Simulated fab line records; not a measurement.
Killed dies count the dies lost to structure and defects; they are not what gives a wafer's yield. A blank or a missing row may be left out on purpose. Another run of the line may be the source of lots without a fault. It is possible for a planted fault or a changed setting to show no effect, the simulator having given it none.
Chamber matching    flow berkeley cmos170    UCB170_M1_ETCH_11 on rie diel-04 has 4 sister chambers
The step etches BARC in N2/H2. 16 wafers are shown with their chamber, then 8 later ones without.

== WAFERS, EACH WITH ITS CHAMBER ==
wafer   chamber  throttle valve pct (%)  oes product au (a.u.)  bias w (W)
L355.2  3        13.31                   1.046                  100.0
L355.4  0        13.28                   1.027                  99.5
L355.6  1        13.47                   1.025                  100.1
L354.1  1        13.49                   1.030                  100.1
L354.3  3        13.32                   1.047                  100.7
L354.6  0        13.29                   1.022                  100.0
L363.2  2        13.03                   0.987                  100.1
L363.4  0        13.31                   0.995                  101.0
L363.5  0        13.30                   0.998                  100.3
L367.1  1        13.47                   1.029                  100.0
L367.5  2        13.03                   0.969                  99.8
L367.6  3        13.30                   1.041                  99.8
L368.3  1        13.50                   1.040                  100.0
L368.5  2        13.00                   0.975                  99.7
L368.6  3        13.31                   1.042                  100.1
L371.2  3        13.31                   1.051                  100.5

SIGNATURES, as means of the wafers listed above
reading             chamber 0  chamber 1  chamber 2  chamber 3  scatter within a chamber
throttle valve pct  13.2950    13.4825    13.0200    13.3100    0.0128
oes product au      1.01050    1.03100    0.97700    1.04540    0.00982
bias w              100.200    100.050    99.867     100.220    0.39
Rule: distance of a wafer from a chamber = root of the sum over the readings of ((wafer's reading minus chamber's mean) / reading's scatter) squared. The wafer belongs to the nearest chamber; if the next one is less than 2 further off, it can't be placed. The scatter: the root of (the sum of the squares of (reading less its chamber's mean) over the shown wafers, divided by (wafers less chambers)).

== WAFERS WITHOUT THEIR CHAMBER ==
wafer   throttle valve pct (%)  oes product au (a.u.)  bias w (W)
L371.3  13.02                   0.980                  99.6
L371.4  13.48                   1.036                  99.9
L374.1  13.47                   1.033                  100.0
L374.2  13.03                   0.983                  99.8
L374.4  13.31                   0.995                  100.5
L377.1  13.31                   1.005                  99.7
L377.3  13.03                   0.991                  100.1
L377.5  13.32                   1.038                  99.2

== CHAMBER TAKEN BY EACH ==
wafer   from the rows above      in truth
L371.3  2                        2
L371.4  1                        1
L374.1  1                        1
L374.2  2                        2
L374.4  0                        0
L377.1  0                        0
L377.3  2                        2
L377.5  can't be placed: 3 or 0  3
Placed correctly: 7 of 8. Can't be placed from these rows: 1 (the true chamber is among the candidates in 1). Placed wrongly: 0.
